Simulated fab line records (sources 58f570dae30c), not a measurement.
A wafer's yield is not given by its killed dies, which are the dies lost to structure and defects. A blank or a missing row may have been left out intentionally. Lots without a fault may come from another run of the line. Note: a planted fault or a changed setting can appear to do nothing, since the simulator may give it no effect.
Which tool did it? + flow berkeley_cmos170 + Sampling: 14 lots, 42 wafers, 5 of 331 route steps

== WHAT THE GAUGES SHOWED, per wafer ==
UCB170_START_BOW_MEAS_00. Usual: for INCOMING_BOW the level is 0 um and the standard deviation is 6.8.
| lot  | measured    | on            | INCOMING_BOW (um) | flag |
|------|-------------|---------------|-------------------|------|
| L467 | day 1 10:01 | film_metro-03 | 4 -5 7            |      |
| L468 | day 1 15:00 | film_metro-03 | -10 -10 3         |      |
| L470 | day 2 01:00 | film_metro-01 | -6 1 -7           |      |
| L471 | day 2 06:00 | film_metro-03 | 3 0 -3            |      |
| L472 | day 2 11:01 | film_metro-03 | 3 4 -5            |      |
| L473 | day 2 16:01 | film_metro-04 | -8 -1 4           |      |
| L474 | day 2 21:01 | film_metro-01 | 3 -1 5            |      |
| L477 | day 3 12:02 | film_metro-01 | -4 -8 -9          |      |
| L479 | day 3 22:00 | film_metro-04 | -2 14 6           |      |
| L482 | day 4 13:01 | film_metro-03 | 6 -3 0            |      |
| L484 | day 4 23:02 | film_metro-04 | 5 -5 5            |      |
| L486 | day 5 09:02 | film_metro-01 | 0 -1 4            |      |
| L487 | day 5 14:01 | film_metro-01 | 3 1 -5            |      |
| L489 | day 6 00:04 | film_metro-01 | 10 -5 4           |      |

UCB170_NWELL_TW_MEAS_16. Usual: for NWELL_TW the level is 1258 and the standard deviation is 6.5.
| lot  | measured    | on            | NWELL_TW       | flag |
|------|-------------|---------------|----------------|------|
| L467 | day 2 17:02 | film_metro-02 | 1265 1258 1270 |      |
| L468 | day 2 17:16 | film_metro-04 | 1259 1261 1248 |      |
| L470 | day 3 02:22 | film_metro-02 | 1259 1259 1258 |      |
| L471 | day 3 11:59 | film_metro-04 | 1248 1254 1252 |      |
| L472 | day 3 12:23 | film_metro-02 | 1257 1265 1258 |      |
| L473 | day 3 20:58 | film_metro-02 | 1260 1257 1259 |      |
| L474 | day 4 04:19 | film_metro-03 | 1247 1244 1253 |      |
| L477 | day 4 11:47 | film_metro-04 | 1453 1444 1456 | OFF  |
| L479 | day 5 02:15 | film_metro-03 | 1455 1456 1458 | OFF  |
| L482 | day 5 19:46 | film_metro-04 | 1250 1253 1254 |      |
| L484 | day 6 04:21 | film_metro-03 | 1260 1258 1260 |      |
| L486 | day 6 04:55 | film_metro-02 | 1259 1257 1263 |      |
| L487 | day 6 20:07 | film_metro-02 | 1262 1264 1261 |      |
| L489 | day 7 05:07 | film_metro-02 | 1259 1252 1258 |      |

UCB170_V1_BOW_MEAS_03. Usual: for V1_BOW the level is 19 um and the standard deviation is 6.9.
| lot  | measured     | on            | V1_BOW (um) | flag |
|------|--------------|---------------|-------------|------|
| L467 | day 8 20:06  | film_metro-04 | 23 14 26    |      |
| L468 | day 8 18:13  | film_metro-04 | 13 12 24    |      |
| L470 | day 9 05:07  | film_metro-03 | 12 19 10    |      |
| L471 | day 9 03:47  | film_metro-03 | 20 17 14    |      |
| L472 | day 9 06:28  | film_metro-04 | 21 22 14    |      |
| L473 | day 9 07:48  | film_metro-02 | 10 18 22    |      |
| L474 | day 10 03:46 | film_metro-04 | 21 16 23    |      |
| L477 | day 10 11:56 | film_metro-02 | 19 13 13    |      |
| L479 | day 10 17:59 | film_metro-02 | 18 33 26    |      |
| L482 | day 11 19:22 | film_metro-03 | 25 15 19    |      |
| L484 | day 12 13:45 | film_metro-03 | 24 14 24    |      |
| L486 | day 12 12:25 | film_metro-03 | 16 17 22    |      |
| L487 | day 13 00:32 | film_metro-02 | 23 21 14    |      |
| L489 | day 13 01:55 | film_metro-04 | 30 14 25    |      |

== EACH LOT AND THE TOOL THAT RAN IT (in order: tool; ch and the chambers of the sampled wafers; start) ==
| lot  | UCB170_NWELL_IMPLANT_14        | UCB170_CONTACT_STRIP_19              |
|------|--------------------------------|--------------------------------------|
| L467 | implanter-02 ch 0, day 2 16:48 | plasma_asher-03 ch 1, day 8 14:58    |
| L468 | implanter-04 ch 0, day 2 17:01 | plasma_asher-01 ch 0, day 8 13:47    |
| L470 | implanter-01 ch 0, day 3 02:07 | plasma_asher-01 ch 0,1, day 8 23:53  |
| L471 | implanter-02 ch 0, day 3 11:44 | plasma_asher-01 ch 1, day 8 23:27    |
| L472 | implanter-01 ch 0, day 3 12:09 | plasma_asher-03 ch 0,1, day 9 01:49  |
| L473 | implanter-04 ch 0, day 3 20:44 | plasma_asher-03 ch 0,1, day 9 03:01  |
| L474 | implanter-02 ch 0, day 4 04:04 | plasma_asher-02 ch 0,1, day 9 23:21  |
| L477 | implanter-02 ch 0, day 4 11:34 | plasma_asher-01 ch 0,1, day 10 08:01 |
| L479 | implanter-02 ch 0, day 5 02:00 | plasma_asher-03 ch 0, day 10 13:02   |
| L482 | implanter-01 ch 0, day 5 19:32 | plasma_asher-03 ch 0,1, day 11 13:32 |
| L484 | implanter-04 ch 0, day 6 04:08 | plasma_asher-01 ch 0,1, day 12 08:31 |
| L486 | implanter-01 ch 0, day 6 04:41 | plasma_asher-02 ch 0,1, day 12 08:21 |
| L487 | implanter-01 ch 0, day 6 19:53 | plasma_asher-03 ch 0,1, day 12 19:35 |
| L489 | implanter-01 ch 0, day 7 04:55 | plasma_asher-01 ch 0,1, day 12 20:13 |
- UCB170_NWELL_IMPLANT_14
- UCB170_CONTACT_STRIP_19: strips in O2.

== AS READ BY THE TOOLS THEMSELVES (means over the sampled wafers that have a number; for cases with no such wafer, the mark the record gives instead) ==
UCB170_NWELL_IMPLANT_14. Usual: dose_ions_cm2 1.0002e+13, standard deviation 1e+10; faraday_current_uA 31.7, standard deviation 0.66.
| lot  | tool         | dose_ions_cm2 | faraday_current_uA | flag |
|------|--------------|---------------|--------------------|------|
| L467 | implanter-02 | 1.0010e+13    | 31.9               |      |
| L468 | implanter-04 | 9.9983e+12    | 31.5               |      |
| L470 | implanter-01 | 9.9927e+12    | 31.7               |      |
| L471 | implanter-02 | 1.0003e+13    | 31.8               |      |
| L472 | implanter-01 | 9.9987e+12    | 31.3               |      |
| L473 | implanter-04 | 9.9940e+12    | 32.6               |      |
| L474 | implanter-02 | 9.9977e+12    | 32.2               |      |
| L477 | implanter-02 | 1.6016e+13    | 49.9               | OFF  |
| L479 | implanter-02 | 1.5998e+13    | 50.2               | OFF  |
| L482 | implanter-01 | 9.9960e+12    | 31.7               |      |
| L484 | implanter-04 | 1.0000e+13    | 32.0               |      |
| L486 | implanter-01 | 1.0009e+13    | 32.6               |      |
| L487 | implanter-01 | 9.9977e+12    | 31.2               |      |
| L489 | implanter-01 | 1.0004e+13    | 31.9               |      |

UCB170_CONTACT_STRIP_19. Usual: drypump_motor_current_A 5.9 A, standard deviation 0.61; oes_product_au 0.725 a.u., standard deviation 0.0045.
| lot  | tool            | drypump_motor_current_A (A) | oes_product_au (a.u.) | flag |
|------|-----------------|-----------------------------|-----------------------|------|
| L467 | plasma_asher-03 | 6.4                         | 0.723                 |      |
| L468 | plasma_asher-01 | 6.2                         | 0.728                 |      |
| L470 | plasma_asher-01 | 5.3                         | 0.726                 |      |
| L471 | plasma_asher-01 | 4.9                         | 0.730                 |      |
| L472 | plasma_asher-03 | 6.5                         | 0.724                 |      |
| L473 | plasma_asher-03 | 6.5                         | 0.728                 |      |
| L474 | plasma_asher-02 | 5.6                         | 0.726                 |      |
| L477 | plasma_asher-01 | 5.8                         | 0.723                 |      |
| L479 | plasma_asher-03 | 6.8                         | 0.725                 |      |
| L482 | plasma_asher-03 | 6.5                         | 0.725                 |      |
| L484 | plasma_asher-01 | 5.3                         | 0.726                 |      |
| L486 | plasma_asher-02 | 5.6                         | 0.725                 |      |
| L487 | plasma_asher-03 | 6.5                         | 0.722                 |      |
| L489 | plasma_asher-01 | 5.8                         | 0.727                 |      |

== THE ANSWER, worked out from the rows above alone ==
Rule: a lot is off if the mean of its wafers that have a number lies more than 3 standard deviations from the usual mean. Also off: a lot with no number at a reading for which 4 or more lots have one. All remaining lots with rows at the step are treated as sound. The gauges are gone through in route order, then the tools' own readings, and for those a lot's mean is taken as printed above. The first step at which some lot is off is used, and at that step the reading that is off furthest; a lot without a number counts as furthest.
Off: L477, L479, seen at UCB170_NWELL_TW_MEAS_16 (NWELL_TW).
A tool fits if, at a process step before that reading, it ran every lot that is off, and no sound lot after the first of them. Not tried: the gauges at UCB170_NWELL_TW_MEAS_16; whatever is off there is also off at UCB170_NWELL_IMPLANT_14, on other tools, and gauge error can't account for it. One fits: UCB170_NWELL_IMPLANT_14 on implanter-02. A fault onset in the window from L474 (day 4 04:04, its last sound lot) to L477 (day 4 11:34, its first lot off) fits.
The tool's own readings at UCB170_NWELL_IMPLANT_14 bear it out: on the lots that are off they differ by more than 5 times the standard deviation of the sound lots' means. dose_ions_cm2 reads 1.6007e+13 there against 1.0000e+13 on the sound lots; faraday_current_uA reads 50.0 there against 31.9 on the sound lots.

== WHAT THE SIMULATOR HAD INSERTED ==
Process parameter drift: implanter-02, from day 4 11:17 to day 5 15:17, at UCB170_NWELL_IMPLANT_14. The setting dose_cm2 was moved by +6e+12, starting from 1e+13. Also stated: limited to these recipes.
Shown lots that were struck: L477, L479. The rule given above showed the same thing.
